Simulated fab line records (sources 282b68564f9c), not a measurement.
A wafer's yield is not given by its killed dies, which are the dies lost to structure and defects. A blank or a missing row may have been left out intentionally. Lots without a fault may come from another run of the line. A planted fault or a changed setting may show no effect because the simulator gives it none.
Which tool is to blame? | flow rit-cmos | 7 lots, 21 wafers sampled, at 2 steps of a route of 202

== WHAT THE GAUGES READ, wafer by wafer ==
RIT_SDANNEAL_RS_MEAS_06: a four-point-probe measurement.
lot  | measured    | on            | PLDD_RS (ohm/sq)
L794 | day 4 00:03 | film-metro-01 | 178.9 179.4 179.0
L796 | day 4 09:02 | film-metro-04 | 178.1 178.2 178.9
L800 | day 5 00:37 | film-metro-04 | 179.9 178.2 179.1
L802 | day 5 10:25 | film-metro-02 | 178.9 178.4 178.3
L807 | day 6 10:41 | film-metro-04 | 179.5 179.5 178.6
L809 | day 6 20:33 | film-metro-01 | 178.2 178.1 178.4
L813 | day 7 17:34 | film-metro-01 | 178.7 178.7 178.4

== TOOL THAT RAN EACH LOT (tool first, then ch and the chambers of the sampled wafers, then the start) ==
lot  | RIT_PSD_COAT_01
L794 | litho-track-01 ch 0, day 3 21:47
L796 | litho-track-04 ch 0, day 4 07:05
L800 | litho-track-04 ch 0, day 4 22:32
L802 | litho-track-03 ch 0, day 5 08:20
L807 | litho-track-03 ch 0, day 6 08:46
L809 | litho-track-03 ch 0, day 6 18:35
L813 | litho-track-03 ch 0, day 7 15:37
- RIT_PSD_COAT_01: resist thk 1000 nm.

== THE ANSWER, worked out from the rows above alone ==
Rule: usual is defined by the lots themselves. The widest of any qualifying gaps counts: lots, ordered by their means at a reading, are off when they make up no more than a third of the lots, leave a main group of 4 or more, and stand apart from it by 3 or more times the standard deviation of that group's means. The tables above print the reading to a certain number of digits; a main group whose means all agree to those digits is not used. A lot without any number at a reading at which 4 lots or more have one is off too. All remaining lots with rows at the step are treated as sound.
No lot is off at any reading shown: from this, nothing can be told.

== WHAT THE SIMULATOR PUT IN ==
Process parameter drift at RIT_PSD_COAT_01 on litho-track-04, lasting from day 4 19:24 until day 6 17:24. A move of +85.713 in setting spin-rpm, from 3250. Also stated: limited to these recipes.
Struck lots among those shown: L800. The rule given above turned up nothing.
